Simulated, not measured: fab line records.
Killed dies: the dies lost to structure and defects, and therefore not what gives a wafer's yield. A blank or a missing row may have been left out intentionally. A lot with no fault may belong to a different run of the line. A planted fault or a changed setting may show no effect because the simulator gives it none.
Lot-split experiment | flow ritCmos | 5 lots, 23 wafers read, on a route of 202 steps

== THE SPLIT ITSELF ==
At RIT_NLDD_IMPLANT_08, the setting energyKev was moved away from the recipe's 20 on 9 of the 23 wafers read, by -5.9% to +5.4%. All remaining wafers had this setting at the recipe value.

== FROM THE SPLIT TO THE READING: what the file shows between them, 1 step ==
- RIT_NLDD_STRIP_09: strips in O2, time 180 s

== THE READING ==
NLDD_TW, at RIT_NLDD_TW_MEAS_10. A value of 2478 with a standard deviation of 14 is what fault-free wafers of this fab line usually give.

wafer  | tool, chamber at the split | energyKev as run | against the recipe | NLDD_TW | against lot-mates on the recipe
L074.1 | implanter-02, 0            | 20               | recipe             | 2488    | -
L074.2 | implanter-02, 0            | 18.83            | -5.9%              | 2467    | -29
L074.3 | implanter-02, 0            | 18.83            | -5.9%              | 2451    | -45
L074.4 | implanter-02, 0            | 18.83            | -5.9%              | 2455    | -41
L074.5 | implanter-02, 0            | 20               | recipe             | 2504    | -
L079.1 | implanter-02, 0            | 20               | recipe             | 2481    | -
L079.2 | implanter-02, 0            | 20.67            | +3.4%              | 2502    | +28
L079.3 | implanter-02, 0            | 20.67            | +3.4%              | 2500    | +26
L079.4 | implanter-02, 0            | 20               | recipe             | 2481    | -
L079.5 | implanter-02, 0            | 20               | recipe             | 2461    | -
L081.1 | implanter-01, 0            | 20               | recipe             | 2460    | -
L081.5 | implanter-01, 0            | 20               | recipe             | 2471    | -
L081.6 | implanter-01, 0            | 20               | recipe             | 2466    | -
L082.1 | implanter-02, 0            | 19.57            | -2.1%              | 2485    | -6
L082.2 | implanter-02, 0            | 20               | recipe             | 2478    | -
L082.3 | implanter-02, 0            | 20               | recipe             | 2498    | -
L082.4 | implanter-02, 0            | 20               | recipe             | 2497    | -
L082.6 | implanter-02, 0            | 19.57            | -2.1%              | 2479    | -12
L085.1 | implanter-02, 0            | 21.08            | +5.4%              | 2528    | +38
L085.2 | implanter-02, 0            | 20               | recipe             | 2501    | -
L085.3 | implanter-02, 0            | 20               | recipe             | 2480    | -
L085.5 | implanter-02, 0            | 21.08            | +5.4%              | 2529    | +39
L085.6 | implanter-02, 0            | 20               | recipe             | 2488    | -

FIT RESULTS
A straight line over all 23 wafers: NLDD_TW changes by +5.57 for each +1% of energyKev; r = +0.79; the points scatter about the line by 13.
The same after taking each lot's own level away (the mean of its wafers on the recipe; 23 wafers): +6.82 for each +1%; r = +0.94; scatter 7.5.
The reading moves by 40 for the largest change in energyKev, on that fit.
The span of the lots' own levels, 2465.7 to 2496.0, comes to 2.2 times the standard deviation stated above.
So the lot-to-lot level blurs the effect unless lot-mates are compared.
Check: -41.3 against its lot-mates is what the line predicts for one of the wafers moved furthest among these (-5.9%) when that wafer is left out of the fit. It came out at -29 against them.

== THE OTHER SPLITS THESE WAFERS WENT THROUGH ==
Note: prior to the reading, these wafers also went through further splits. Each is held against what the fit with the lots' levels taken away leaves over:
other split on the same wafers | wafers away from the commonest value | r with NLDD_TW (lot level and that fit taken away)
RIT_ACTIVE_CVD_03 timeS        | 18                                   | -0.05
RIT_ACTIVE_ETCH_13 rfW         | 8                                    | -0.36
RIT_FOX2_CLEAN_02 timeS        | 10                                   | -0.05
RIT_NWELL_IMPLANT_08 energyKev | 8                                    | +0.04
RIT_NRETRO_COAT_01 spinRpm     | 7                                    | +0.02
RIT_PRETRO_SOFTBAKE_02 tempC   | 10                                   | +0.26
RIT_GATE_EXPOSE_13 doseMj      | 7                                    | -0.10

== THE WHOLE CHAIN: every reading that the file lists as answering this split, in the file's order ==
step                | what it does | reading                                                        | change (the file's fit)                | r (the file's)
RIT_NLDD_IMPLANT_08 |              | implant.rpNm (the simulator's own value, which no gauge read)  | +0.185 nm for each +1% of the setting  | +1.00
RIT_NLDD_IMPLANT_08 |              | implant.drpNm (the simulator's own value, which no gauge read) | +0.0783 nm for each +1% of the setting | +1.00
RIT_NLDD_TW_MEAS_10 |              | NLDD_TW                                                        | +6.88 for each +1% of the setting      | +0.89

== FILE'S OWN FIT ==
NLDD_TW changes by +6.88 for each +1% of energyKev, r = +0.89.
